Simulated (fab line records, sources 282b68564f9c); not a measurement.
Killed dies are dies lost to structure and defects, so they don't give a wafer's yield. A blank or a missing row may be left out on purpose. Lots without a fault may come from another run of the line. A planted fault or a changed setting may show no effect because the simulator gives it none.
Which tool did it? | flow rit_cmos | 7 lots, 21 wafers sampled, at 3 steps of a route of 202

WHAT THE GAUGES READ, wafer by wafer
RIT_PWELL_OVL_MEAS_06.
lot  | measured    | on         | PWELL_OVL (nm)
L550 | day 2 10:20 | overlay-02 | 1.7 1.5 2.6
L554 | day 3 03:58 | overlay-02 | - - -
L561 | day 4 15:24 | overlay-01 | -0.4 -0.5 -1.2
L563 | day 5 00:49 | overlay-02 | 0.4 -0.6 -0.1
L565 | day 5 12:20 | overlay-02 | 0.1 0.3 0.6
L567 | day 5 23:03 | overlay-01 | 3.6 0.8 1.0
L569 | day 6 08:13 | overlay-02 | -1.3 -2.0 -0.5

WHICH TOOL RAN EACH LOT (tool, then ch and the chambers of the sampled wafers, then the start)
lot  | RIT_ACTIVE_ETCH_13                | RIT_PWELL_COAT_01
L550 | rie_diel-03 ch 0,1,2, day 2 03:05 | litho_track-03 ch 0, day 2 09:29
L554 | rie_diel-03 ch 0,1,3, day 2 20:43 | litho_track-03, day 3 03:09
L561 | rie_diel-03 ch 1,3, day 4 07:50   | litho_track-01 ch 0, day 4 14:41
L563 | rie_diel-04 ch 1,2, day 4 17:50   | litho_track-03 ch 0, day 5 00:05
L565 | rie_diel-02 ch 0,2,3, day 5 03:50 | litho_track-03 ch 0, day 5 11:28
L567 | rie_diel-04 ch 1,2,3, day 5 15:14 | litho_track-01 ch 0, day 5 22:12
L569 | rie_diel-02 ch 1,2, day 6 00:01   | litho_track-04 ch 0, day 6 07:18
- RIT_ACTIVE_ETCH_13: etches Si3N4 in SF6, stops on SiO2, time 210 s, target depth 210 nm.
- RIT_PWELL_COAT_01: resist thk 1300 nm.

THE ANSWER, worked out from the rows above alone
Rule: what is usual is taken from the lots themselves. Put in order of their means at a reading, lots are off if they are a third of the lots or fewer, leave a main group of 4 or more, and stand apart from it by a gap of 3 or more times the standard deviation of the main group's means; of several such gaps the widest counts. A main group whose means are all the same, to the digits that the tables above print for the reading, isn't used. A lot without any number at a reading at which 4 lots or more have one is off too. The other lots that the step has rows for count as sound.
Off: L554, at RIT_PWELL_OVL_MEAS_06 (PWELL_OVL). Without a number there: L554. The main group: mean 0.3 nm, standard deviation 1.2.
A tool fits if, at a process step before that reading, it ran every lot that is off, and no sound lot after the first of them. The gauges at RIT_PWELL_OVL_MEAS_06 are tried like those tools. None of those tried fits.

WHAT THE SIMULATOR HAD PUT IN
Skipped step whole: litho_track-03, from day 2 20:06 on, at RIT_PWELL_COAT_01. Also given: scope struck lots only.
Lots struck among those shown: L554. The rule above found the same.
